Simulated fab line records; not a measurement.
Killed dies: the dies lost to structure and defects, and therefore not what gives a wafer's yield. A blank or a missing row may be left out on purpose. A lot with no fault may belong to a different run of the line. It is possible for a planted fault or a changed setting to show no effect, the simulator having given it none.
Which tool was responsible?	flow rit cmos	18 wafers from 6 lots sampled at 2 of the route's 202 steps

WHAT EACH GAUGE READ, for each wafer
RIT_NLDD_OVL_MEAS_06.
lot	measured	on	NLDD_OVL (nm)
L210	day 3 14:01	overlay-01	- - -
L221	day 5 18:55	overlay-02	-4.5 -2.8 -4.8
L223	day 6 03:16	overlay-01	-5.3 -5.3 -2.6
L225	day 6 16:02	overlay-01	-0.1 0.0 -1.5
L227	day 6 23:29	overlay-01	-0.4 0.7 0.0
L229	day 7 09:17	overlay-01	2.6 1.4 3.1

EACH LOT AND THE TOOL THAT RAN IT (in order: tool; ch and the chambers of the sampled wafers; start)
lot	RIT_NLDD_EXPOSE_03
L210	iline stepper-01 ch 0, day 3 13:38
L221	iline stepper-01 ch 0, day 5 18:31
L223	iline stepper-01 ch 0, day 6 02:52
L225	iline stepper-01 ch 0, day 6 15:38
L227	iline stepper-02 ch 0, day 6 23:05
L229	iline stepper-02 ch 0, day 7 08:53
- RIT_NLDD_EXPOSE_03: exposes mask M7, target cd 40700 nm.

THE ANSWER, worked out from the rows above alone
Rule: the usual values come from the lots themselves. The widest of any qualifying gaps counts: lots, ordered by their means at a reading, are off when they make up no more than a third of the lots, leave a main group of 4 or more, and stand apart from it by 3 or more times the standard deviation of that group's means. Not used: any main group whose means are identical at the precision the tables above print for the reading. A lot without any number at a reading at which 4 lots or more have one is off too. Any other lot the step has rows for is counted as sound.
Off: at RIT_NLDD_OVL_MEAS_06 (NLDD_OVL), L210. Without a number there: L210. The main group: mean -1.3 nm, standard deviation 2.6.
A tool fits if, at a process step before that reading, it ran every lot that is off, and no sound lot after the first of them. Gauges at RIT_NLDD_OVL_MEAS_06: tried the same way as those tools. None of those tried fits.

WHAT THE SIMULATOR PUT IN
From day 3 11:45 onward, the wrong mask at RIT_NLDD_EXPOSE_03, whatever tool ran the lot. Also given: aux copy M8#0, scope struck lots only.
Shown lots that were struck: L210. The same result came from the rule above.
